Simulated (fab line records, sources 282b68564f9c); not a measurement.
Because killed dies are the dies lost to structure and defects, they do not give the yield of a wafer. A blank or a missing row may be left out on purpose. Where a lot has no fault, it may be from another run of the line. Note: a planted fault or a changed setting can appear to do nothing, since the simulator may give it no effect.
fab line records	flow ritCmos	part 1 of 2: steps 1 to 35 of 49
[record] lots = 5	wafers = 15	lastDay = 7
route steps=202 shown REOX@102 NLDD@103 PLDD@114 SPACER@125 NSD@131 PSD@142
lots that met no fault: from a run of the same line without faults
startH: the number of hours between the record's first day and the start of the first shown wafer of the lot	waitH: hours from the lot's prior step to this one	" the same as in the row above	L1.1+2: a single row standing in for several wafers	- no value present, or no start provided	* or withheld: withheld	< > ~ a bound
route shown NAME@n: NAME is a module with steps in the file, n the number in the route of the first one	usual: mean and standard deviation over wafers with no fault	same: alike in all rows	chamber/n: place in a boat	sites: each site's reading	_std_site: their standard deviation	_edge_site: inner sites' mean taken away from outer sites' mean	radiusMm: how far each site lies from the wafer's centre	mask NAME#n: copy n	behind: the tool/chamber that last shaped the wafer	hold: why the lot went on hold/how many hours it stayed there/how the hold came to an end	device: the transistor (n, p or np) that didn't switch	end of line: the route-end tests of the same wafers	step lacking rows: just its recipe	killed: at the first sort, the dies lost to defects and structure; wafer yield is something else	map: per-die view of a wafer (x killed, . not killed, _ where there is no die)
set.NAME: the setting that was run; set.NAME@STEP: the one run at that earlier step	model.NAME: the simulator's own value behind a step, which no gauge read
a table for each step, a row for each wafer; lots at some steps of the route
services: when a tool's chamber went out of use (startH, in hours from the record's first day, below 0 if earlier), for how many hours, and the reason
[[steps]]
[step RIT_REOX_THK_MEAS_04]
[recipe] reads = SiO2_of_REOX_OXIDATION_03
[usual] REOX_OXIDE_THK = 25.0/0.47
lot.wafer	tool	chamber	startH	waitH	REOX_OXIDE_THK[nm]
L074.1	filmMetro-03	-	57.00	0.0	26.3
L074.2	"	-	"	"	26.3
L074.4	"	-	"	"	25.9
L076.2	filmMetro-03	-	62.34	0.0	24.7
L076.4	"	-	"	"	24.5
L076.6	"	-	"	"	24.8
L079.1	filmMetro-01	-	79.12	0.0	25.0
L079.2	"	-	"	"	25.5
L079.6	"	-	"	"	25.6
L092.1	filmMetro-02	-	132.08	0.0	25.0
L092.2	"	-	"	"	24.9
L092.5	"	-	"	"	25.0
L095.1	filmMetro-02	-	150.64	0.0	25.7
L095.2	"	-	"	"	26.0
L095.3	"	-	"	"	25.9
[step RIT_NLDD_HMDS_00]
[recipe] primeTimeS = 60	primeTempC = 140
lot.wafer	tool	chamber	startH	waitH
L074.1+2+4	lithoTrack-01	0	57.06	0.1
L076.2+4+6	lithoTrack-04	0	62.42	0.1
L079.1+2+6	lithoTrack-03	0	79.18	0.1
L092.1+2+5	lithoTrack-01	0	132.14	0.1
L095.1+2+3	lithoTrack-04	0	150.70	0.1
[step RIT_NLDD_COAT_01]
[recipe] resist = NOVOLAK	spinRpm = 3250	resistThkNm = 1000
lot.wafer	tool	chamber	startH	waitH
L074.1+2+4	lithoTrack-01	0	57.21	0.1
L076.2+4+6	lithoTrack-04	0	62.57	0.1
L079.1+2+6	lithoTrack-03	0	79.33	0.1
L092.1+2+5	lithoTrack-01	0	132.29	0.1
L095.1+2+3	lithoTrack-04	0	150.85	0.1
[step RIT_NLDD_SOFTBAKE_02]
[recipe] resist = NOVOLAK	tempC = 90	timeS = 60
lot.wafer	tool	chamber	startH	waitH
L074.1+2+4	lithoTrack-01	0	57.36	0.1
L076.2+4+6	lithoTrack-04	0	62.72	0.1
L079.1+2+6	lithoTrack-03	0	79.48	0.1
L092.1+2+5	lithoTrack-01	0	132.44	0.1
L095.1+2+3	lithoTrack-04	0	151.00	0.1
[step RIT_NLDD_EXPOSE_03]
[recipe] maskId = M7	na = 0.57	targetCdNm = 40700	doseMj = 250
[usual] reticleTempC = 23.00/0.12
lot.wafer	tool	chamber	startH	waitH	mask	reticleTempC
L074.1	ilineStepper-01	0	57.63	0.2	M7#0	22.85
L074.2	"	0	"	"	M7#0	23.03
L074.4	"	0	"	"	M7#0	23.02
L076.2	ilineStepper-02	0	62.99	0.2	M7#0	22.82
L076.4	"	0	"	"	M7#0	22.87
L076.6	"	0	"	"	M7#0	22.96
L079.1	ilineStepper-02	0	79.86	0.4	M7#0	23.03
L079.2	"	0	"	"	M7#0	23.10
L079.6	"	0	"	"	M7#0	23.01
L092.1	ilineStepper-02	0	132.72	0.2	M7#0	23.04
L092.2	"	0	"	"	M7#0	23.06
L092.5	"	0	"	"	M7#0	23.08
L095.1	ilineStepper-01	0	151.15	0.1	M7#0	22.90
L095.2	"	0	"	"	M7#0	23.04
L095.3	"	0	"	"	M7#0	22.89
[step RIT_NLDD_PEB_04]
[recipe] resist = NOVOLAK	tempC = withheld	timeS = withheld
lot.wafer	tool	chamber	startH	waitH
L074.1+2+4	lithoTrack-01	0	57.75	0.1
L076.2+4+6	lithoTrack-01	0	63.11	0.1
L079.1+2+6	lithoTrack-03	0	80.23	0.3
L092.1+2+5	lithoTrack-04	0	132.84	0.1
L095.1+2+3	lithoTrack-04	0	151.27	0.1
[step RIT_NLDD_DEVELOP_05]
[recipe] resist = NOVOLAK	developTimeS = 50	devTempC = 23
lot.wafer	tool	chamber	startH	waitH
L074.1+2+4	lithoTrack-01	0	-	-
L076.2+4+6	lithoTrack-01	0	-	-
L079.1+2+6	lithoTrack-03	0	-	-
L092.1+2+5	lithoTrack-04	0	-	-
L095.1+2+3	lithoTrack-04	0	-	-
[step RIT_NLDD_OVL_MEAS_06]
[usual] NLDD_OVL = 1.5/1.3
lot.wafer	tool	chamber	startH	waitH	NLDD_OVL[nm]
L074.1	overlay-01	-	58.03	-	1.4
L074.2	"	-	"	"	0.2
L074.4	"	-	"	"	1.0
L076.2	overlay-01	-	63.37	-	2.8
L076.4	"	-	"	"	3.0
L076.6	"	-	"	"	1.1
L079.1	overlay-01	-	80.51	-	3.4
L079.2	"	-	"	"	-0.3
L079.6	"	-	"	"	1.6
L092.1	overlay-02	-	133.12	-	0.3
L092.2	"	-	"	"	0.8
L092.5	"	-	"	"	2.1
L095.1	overlay-01	-	151.55	-	2.7
L095.2	"	-	"	"	1.9
L095.3	"	-	"	"	2.3
[step RIT_NLDD_HARDBAKE_07]
[recipe] resist = NOVOLAK	tempC = 140	timeS = 60
lot.wafer	tool	chamber	startH	waitH
L074.1+2+4	lithoTrack-04	0	58.07	0.0
L076.2+4+6	lithoTrack-04	0	63.43	0.0
L079.1+2+6	lithoTrack-03	0	80.55	0.0
L092.1+2+5	lithoTrack-04	0	133.16	0.0
L095.1+2+3	lithoTrack-01	0	151.59	0.0
[step RIT_NLDD_IMPLANT_08]
[recipe] species = P	energyKev = 20	doseCm2 = 5e+14	tiltDeg = 7
[usual] beamOnS = 10.02/0.19
lot.wafer	tool	chamber	startH	waitH	beamOnS
L074.1	implanter-04	0	58.22	0.1	9.88
L074.2	"	0	"	"	9.66
L074.4	"	0	"	"	10.18
L076.2	implanter-01	0	63.58	0.1	9.64
L076.4	"	0	"	"	9.95
L076.6	"	0	"	"	10.25
L079.1	implanter-03	0	80.70	0.1	9.71
L079.2	"	0	"	"	10.00
L079.6	"	0	"	"	10.16
L092.1	implanter-04	0	133.31	0.1	10.14
L092.2	"	0	"	"	9.77
L092.5	"	0	"	"	9.86
L095.1	implanter-01	0	151.74	0.1	10.21
L095.2	"	0	"	"	10.26
L095.3	"	0	"	"	10.48
[step RIT_NLDD_STRIP_09]
[recipe] chemistry = O2	timeS = 180	resist = NOVOLAK	platenTempC = withheld	powerW = 500	pressureMtorr = 4000	o2FlowSccm = 4000
[usual] drypumpMotorCurrentA = 6.0/0.4
lot.wafer	tool	chamber	startH	waitH	drypumpMotorCurrentA	rfHoursCounterH
L074.1	plasmaAsher-02	1	58.37	0.1	5.7	27
L074.2	"	0	"	"	6.3	27
L074.4	"	0	"	"	6.3	-
L076.2	plasmaAsher-01	0	63.70	0.1	5.6	39
L076.4	"	0	"	"	5.6	-
L076.6	"	1	"	"	5.7	-
L079.1	plasmaAsher-02	0	80.85	0.1	6.3	30
L079.2	"	1	"	"	5.6	30
L079.6	"	1	"	"	5.7	-
L092.1	plasmaAsher-04	0	133.46	0.1	5.7	50
L092.2	"	1	"	"	6.6	50
L092.5	"	0	"	"	5.7	-
L095.1	plasmaAsher-04	0	151.89	0.1	5.7	51
L095.2	"	1	"	"	6.6	51
L095.3	"	0	"	"	5.7	-
[step RIT_NLDD_TW_MEAS_10]
[usual] NLDD_TW = 2493/31
lot.wafer	tool	chamber	startH	waitH	NLDD_TW
L074.1	filmMetro-01	-	58.54	0.1	2462
L074.2	"	-	"	"	2461
L074.4	"	-	"	"	2466
L076.2	filmMetro-04	-	63.89	0.1	2473
L076.4	"	-	"	"	2477
L076.6	"	-	"	"	2459
L079.1	filmMetro-04	-	81.02	0.1	2496
L079.2	"	-	"	"	2491
L079.6	"	-	"	"	2501
L092.1	filmMetro-04	-	133.63	0.1	2479
L092.2	"	-	"	"	2477
L092.5	"	-	"	"	2471
L095.1	filmMetro-01	-	152.07	0.1	2461
L095.2	"	-	"	"	2466
L095.3	"	-	"	"	2467
[step RIT_PLDD_HMDS_00]
[recipe] primeTimeS = 60	primeTempC = 140
lot.wafer	tool	chamber	startH	waitH
L074.1+2+4	lithoTrack-01	0	58.60	0.1
L076.2+4+6	lithoTrack-01	0	64.03	0.1
L079.1+2+6	lithoTrack-04	0	81.08	0.1
L092.1+2+5	lithoTrack-01	0	133.69	0.1
L095.1+2+3	lithoTrack-02	0	152.24	0.2
[step RIT_PLDD_COAT_01]
[recipe] resist = NOVOLAK	spinRpm = 3250	resistThkNm = 1000
lot.wafer	tool	chamber	startH	waitH
L074.1+2+4	lithoTrack-01	0	58.75	0.1
L076.2+4+6	lithoTrack-01	0	64.18	0.1
L079.1+2+6	lithoTrack-04	0	81.23	0.1
L092.1+2+5	lithoTrack-01	0	133.84	0.1
L095.1+2+3	lithoTrack-02	0	152.39	0.1
[step RIT_PLDD_SOFTBAKE_02]
[recipe] resist = NOVOLAK	tempC = 90	timeS = 60
lot.wafer	tool	chamber	startH	waitH
L074.1+2+4	lithoTrack-01	0	58.90	0.1
L076.2+4+6	lithoTrack-01	0	64.33	0.1
L079.1+2+6	lithoTrack-04	0	81.38	0.1
L092.1+2+5	lithoTrack-01	0	133.99	0.1
L095.1+2+3	lithoTrack-02	0	152.54	0.1
[step RIT_PLDD_EXPOSE_03]
[recipe] maskId = M8	na = 0.57	targetCdNm = 40900	doseMj = 250
[usual] reticleTempC = 23.01/0.11
lot.wafer	tool	chamber	startH	waitH	mask	reticleTempC
L074.1	ilineStepper-01	0	59.05	0.1	M8#0	23.04
L074.2	"	0	"	"	M8#0	23.02
L074.4	"	0	"	"	M8#0	22.83
L076.2	ilineStepper-02	0	64.60	0.2	M8#0	22.90
L076.4	"	0	"	"	M8#0	23.02
L076.6	"	0	"	"	M8#0	23.11
L079.1	ilineStepper-01	0	81.53	0.1	M8#0	22.99
L079.2	"	0	"	"	M8#0	22.85
L079.6	"	0	"	"	M8#0	23.09
L092.1	ilineStepper-01	0	134.27	0.2	M8#0	22.78
L092.2	"	0	"	"	M8#0	22.98
L092.5	"	0	"	"	M8#0	22.89
L095.1	ilineStepper-01	0	152.69	0.1	M8#0	23.15
L095.2	"	0	"	"	M8#0	23.16
L095.3	"	0	"	"	M8#0	23.16
[step RIT_PLDD_PEB_04]
[recipe] resist = NOVOLAK	tempC = withheld	timeS = withheld
lot.wafer	tool	chamber	startH	waitH
L074.1+2+4	lithoTrack-02	0	59.17	0.1
L076.2+4+6	lithoTrack-02	0	64.87	0.3
L079.1+2+6	lithoTrack-02	0	81.65	0.1
L092.1+2+5	lithoTrack-04	0	134.38	0.1
L095.1+2+3	lithoTrack-04	0	152.81	0.1
[step RIT_PLDD_DEVELOP_05]
[recipe] resist = NOVOLAK	developTimeS = 50	devTempC = 23
lot.wafer	tool	chamber	startH	waitH
L074.1+2+4	lithoTrack-02	0	-	-
L076.2+4+6	lithoTrack-02	0	-	-
L079.1+2+6	lithoTrack-02	0	-	-
L092.1+2+5	lithoTrack-04	0	-	-
L095.1+2+3	lithoTrack-04	0	-	-
[step RIT_PLDD_OVL_MEAS_06]
[usual] PLDD_OVL = -0.4/1.4
lot.wafer	tool	chamber	startH	waitH	PLDD_OVL[nm]
L074.1	overlay-01	-	59.45	-	1.3
L074.2	"	-	"	"	-1.6
L074.4	"	-	"	"	1.3
L076.2	overlay-02	-	65.14	-	-1.9
L076.4	"	-	"	"	-2.3
L076.6	"	-	"	"	-1.4
L079.1	overlay-02	-	81.93	-	0.5
L079.2	"	-	"	"	0.8
L079.6	"	-	"	"	1.1
L092.1	overlay-02	-	134.66	-	0.4
L092.2	"	-	"	"	0.5
L092.5	"	-	"	"	0.1
L095.1	overlay-01	-	153.09	-	0.7
L095.2	"	-	"	"	-1.1
L095.3	"	-	"	"	0.6
[step RIT_PLDD_HARDBAKE_07]
[recipe] resist = NOVOLAK	tempC = 140	timeS = 60
lot.wafer	tool	chamber	startH	waitH
L074.1+2+4	lithoTrack-02	0	59.49	0.0
L076.2+4+6	lithoTrack-04	0	65.33	0.2
L079.1+2+6	lithoTrack-01	0	81.97	0.0
L092.1+2+5	lithoTrack-02	0	134.70	0.0
L095.1+2+3	lithoTrack-02	0	153.13	0.0
[step RIT_PLDD_IMPLANT_08]
[recipe] species = BF2	energyKev = 20	doseCm2 = 9e+14	tiltDeg = 7
[usual] beamOnS = 9.99/0.2
lot.wafer	tool	chamber	startH	waitH	beamOnS
L074.1	implanter-03	0	59.64	0.1	9.81
L074.2	"	0	"	"	9.96
L074.4	"	0	"	"	10.18
L076.2	implanter-04	0	65.48	0.1	9.93
L076.4	"	0	"	"	9.85
L076.6	"	0	"	"	10.18
L079.1	implanter-03	0	82.12	0.1	9.57
L079.2	"	0	"	"	9.97
L079.6	"	0	"	"	10.08
L092.1	implanter-02	0	134.85	0.1	9.80
L092.2	"	0	"	"	10.01
L092.5	"	0	"	"	9.97
L095.1	implanter-02	0	153.28	0.1	9.83
L095.2	"	0	"	"	10.10
L095.3	"	0	"	"	9.79
[step RIT_PLDD_STRIP_09]
[recipe] chemistry = O2	timeS = 180	resist = NOVOLAK	platenTempC = withheld	powerW = 500	pressureMtorr = 4000	o2FlowSccm = 4000
[usual] drypumpMotorCurrentA = 6.0/0.35
lot.wafer	tool	chamber	startH	waitH	drypumpMotorCurrentA	rfHoursCounterH
L074.1	plasmaAsher-03	1	59.79	0.1	6.0	38
L074.2	"	0	"	"	5.7	38
L074.4	"	0	"	"	5.6	-
L076.2	plasmaAsher-02	1	65.60	0.1	5.7	28
L076.4	"	0	"	"	6.4	-
L076.6	"	1	"	"	5.7	-
L079.1	plasmaAsher-03	1	82.27	0.1	6.0	41
L079.2	"	0	"	"	5.7	41
L079.6	"	0	"	"	5.7	-
L092.1	plasmaAsher-02	1	135.00	0.1	5.7	38
L092.2	"	0	"	"	6.4	38
L092.5	"	1	"	"	5.7	-
L095.1	plasmaAsher-04	0	153.43	0.1	5.7	52
L095.2	"	1	"	"	6.6	52
L095.3	"	1	"	"	6.7	-
[step RIT_PLDD_TW_MEAS_10]
[usual] PLDD_TW = 2351/27
lot.wafer	tool	chamber	startH	waitH	PLDD_TW
L074.1	filmMetro-03	-	59.96	0.1	2395
L074.2	"	-	"	"	2384
L074.4	"	-	"	"	2380
L076.2	filmMetro-01	-	65.79	0.1	2324
L076.4	"	-	"	"	2323
L076.6	"	-	"	"	2307
L079.1	filmMetro-04	-	82.44	0.1	2362
L079.2	"	-	"	"	2364
L079.6	"	-	"	"	2360
L092.1	filmMetro-04	-	135.18	0.1	2335
L092.2	"	-	"	"	2327
L092.5	"	-	"	"	2340
L095.1	filmMetro-04	-	153.60	0.1	2345
L095.2	"	-	"	"	2334
L095.3	"	-	"	"	2339
[step RIT_SPACER_CLEAN_00]
[recipe] chemistry = SC1	mix = 3:3:50	timeS = 600	tempC = 75
lot.wafer	tool	chamber	startH	waitH
L074.1+2+4	wetBench-03	3	60.02	0.1
L076.2+4+6	wetBench-03	3	65.84	0.0
L079.1+2+6	wetBench-03	1	82.50	0.1
L092.1+2+5	wetBench-04	1	135.24	0.1
L095.1+2+3	wetBench-04	1	153.66	0.1
[step RIT_SPACER_CLEAN_01]
[recipe] chemistry = dHF	dilution = 50:1	timeS = 30
lot.wafer	tool	chamber	startH	waitH
L074.1+2+4	wetBench-04	1	60.20	0.0
L076.2+4+6	wetBench-04	1	66.01	0.0
L079.1+2+6	wetBench-03	2	82.68	0.0
L092.1+2+5	wetBench-02	2	135.41	0.0
L095.1+2+3	wetBench-03	2	153.85	0.0
[step RIT_SPACER_CLEAN_02]
[recipe] chemistry = SC2	mix = 3:3:50	timeS = 600	tempC = 75	dry = n2Spin
lot.wafer	tool	chamber	startH	waitH
L074.1+2+4	wetBench-02	2	60.22	0.0
L076.2+4+6	wetBench-02	2	66.03	0.0
L079.1+2+6	wetBench-03	2	82.70	0.0
L092.1+2+5	wetBench-04	3	135.43	0.0
L095.1+2+3	wetBench-02	1	153.87	0.0
[step RIT_SPACER_CVD_03]
[recipe] material = Si3N4	targetThkNm = 250	tempC = 810	precursor = SiH2Cl2/NH3	timeS = 3300	pressureMtorr = 300	sih2cl2FlowSccm = 60	nh3FlowSccm = 150
lot.wafer	tool	chamber	startH	waitH
L074.1+2+4	lpcvd-02	0	60.41	0.0
L076.2+4+6	lpcvd-02	1	66.22	0.0
L079.1+2+6	lpcvd-01	0	82.87	0.0
L092.1+2+5	lpcvd-02	0	135.60	0.0
L095.1+2+3	lpcvd-01	1	154.04	0.0
[step RIT_SPACER_THK_MEAS_04]
[recipe] reads = Si3N4_of_SPACER_CVD_03
[usual] SPACER_NITRIDE_THK = 249.9/2.4
lot.wafer	tool	chamber	startH	waitH	SPACER_NITRIDE_THK[nm]
L074.1	filmMetro-02	-	62.32	0.0	245.4
L074.2	"	-	"	"	246.5
L074.4	"	-	"	"	248.6
L076.2	filmMetro-03	-	68.15	0.0	250.5
L076.4	"	-	"	"	253.1
L076.6	"	-	"	"	251.5
L079.1	filmMetro-04	-	84.79	0.0	245.6
L079.2	"	-	"	"	248.3
L079.6	"	-	"	"	251.3
L092.1	filmMetro-04	-	137.52	0.0	249.2
L092.2	"	-	"	"	248.2
L092.5	"	-	"	"	248.2
L095.1	filmMetro-04	-	155.96	0.0	249.5
L095.2	"	-	"	"	249.8
L095.3	"	-	"	"	248.5
[step RIT_SPACER_ETCHBACK_05]
[recipe] targetDepthA = 2500	SF6_flow_sccm = 30	CHF3_flow_sccm = 30	target = Si3N4	chemistry = SF6/CHF3	pressureMtorr = 40	rfW = 250	timeS = 240	stopOn = SiO2
[usual] CHF3_flow_sccm = 29.99/0.084	drypumpMotorCurrentA = 5.6/0.5	oesProductAu = 0.851/0.011	throttleValvePct = 10.29/0.1
lot.wafer	tool	chamber	startH	waitH	CHF3_flow_sccm	drypumpMotorCurrentA	oesProductAu	rfHoursCounterH	throttleValvePct
L074.1	rieDiel-04	3	62.38	0.1	29.92	5.9	0.845	143	10.28
L074.2	"	0	"	"	30.02	5.7	0.866	3	10.17
L074.4	"	1	"	"	29.98	6.6	0.851	40	10.24
L076.2	rieDiel-03	0	68.20	0.0	29.96	5.6	0.871	130	10.45
L076.4	"	1	"	"	30.08	6.2	0.845	78	10.20
L076.6	"	0	"	"	29.84	5.6	0.862	-	10.44
L079.1	rieDiel-02	0	84.85	0.1	30.01	5.3	0.840	4	10.24
L079.2	"	3	"	"	30.06	5.0	0.851	118	10.19
L079.6	"	0	"	"	30.08	5.3	0.853	-	10.23
L092.1	rieDiel-02	1	137.58	0.1	29.97	5.8	0.838	1	10.20
L092.2	"	2	"	"	29.96	6.2	0.843	102	10.15
L092.5	"	2	"	"	29.87	6.2	0.835	-	10.13
L095.1	rieDiel-03	3	156.02	0.1	30.14	4.8	0.853	2	10.31
L095.2	"	1	"	"	30.23	6.2	0.835	80	10.21
L095.3	"	2	"	"	29.97	5.8	0.860	51	10.40
[step RIT_NSD_HMDS_00]
[recipe] primeTimeS = 60	primeTempC = 140
lot.wafer	tool	chamber	startH	waitH
L074.1+2+4	lithoTrack-03	0	62.61	0.2
L076.2+4+6	lithoTrack-02	0	68.37	0.1
L079.1+2+6	lithoTrack-01	0	85.00	0.1
L092.1+2+5	lithoTrack-03	0	137.73	0.1
L095.1+2+3	lithoTrack-01	0	156.17	0.1
[step RIT_NSD_COAT_01]
[recipe] resist = NOVOLAK	spinRpm = 3250	resistThkNm = 1000
lot.wafer	tool	chamber	startH	waitH
L074.1+2+4	lithoTrack-03	0	62.76	0.1
L076.2+4+6	lithoTrack-02	0	68.52	0.1
L079.1+2+6	lithoTrack-01	0	85.15	0.1
L092.1+2+5	lithoTrack-03	0	137.88	0.1
L095.1+2+3	lithoTrack-01	0	156.32	0.1
[step RIT_NSD_SOFTBAKE_02]
[recipe] resist = NOVOLAK	tempC = 90	timeS = 60
lot.wafer	tool	chamber	startH	waitH
L074.1+2+4	lithoTrack-03	0	62.91	0.1
L076.2+4+6	lithoTrack-02	0	68.67	0.1
L079.1+2+6	lithoTrack-01	0	85.30	0.1
L092.1+2+5	lithoTrack-03	0	138.03	0.1
L095.1+2+3	lithoTrack-01	0	156.47	0.1
[step RIT_NSD_EXPOSE_03]
[recipe] maskId = M9	na = 0.57	targetCdNm = 40700	doseMj = 250
[usual] reticleTempC = 23.00/0.12
lot.wafer	tool	chamber	startH	waitH	mask	reticleTempC
L074.1	ilineStepper-01	0	63.19	0.2	M9#0	23.05
L074.2	"	0	"	"	M9#0	23.09
L074.4	"	0	"	"	M9#0	23.16
L076.2	ilineStepper-01	0	68.93	0.2	M9#0	22.83
L076.4	"	0	"	"	M9#0	23.02
L076.6	"	0	"	"	M9#0	22.92
L079.1	ilineStepper-01	0	85.57	0.2	M9#0	23.07
L079.2	"	0	"	"	M9#0	22.84
L079.6	"	0	"	"	M9#0	22.99
L092.1	ilineStepper-02	0	138.30	0.2	M9#0	23.12
L092.2	"	0	"	"	M9#0	23.01
L092.5	"	0	"	"	M9#0	23.10
L095.1	ilineStepper-01	0	156.75	0.2	M9#0	22.79
L095.2	"	0	"	"	M9#0	22.86
L095.3	"	0	"	"	M9#0	22.76
[step RIT_NSD_PEB_04]
[recipe] resist = NOVOLAK	tempC = withheld	timeS = withheld
lot.wafer	tool	chamber	startH	waitH
L074.1+2+4	lithoTrack-03	0	63.30	0.1
L076.2+4+6	lithoTrack-02	0	69.11	0.2
L079.1+2+6	lithoTrack-01	0	85.87	0.3
L092.1+2+5	lithoTrack-02	0	138.47	0.2
L095.1+2+3	lithoTrack-03	0	156.88	0.1
[step RIT_NSD_DEVELOP_05]
[recipe] resist = NOVOLAK	developTimeS = 50	devTempC = 23
lot.wafer	tool	chamber	startH	waitH
L074.1+2+4	lithoTrack-03	0	-	-
L076.2+4+6	lithoTrack-02	0	-	-
L079.1+2+6	lithoTrack-01	0	-	-
L092.1+2+5	lithoTrack-02	0	-	-
L095.1+2+3	lithoTrack-03	0	-	-
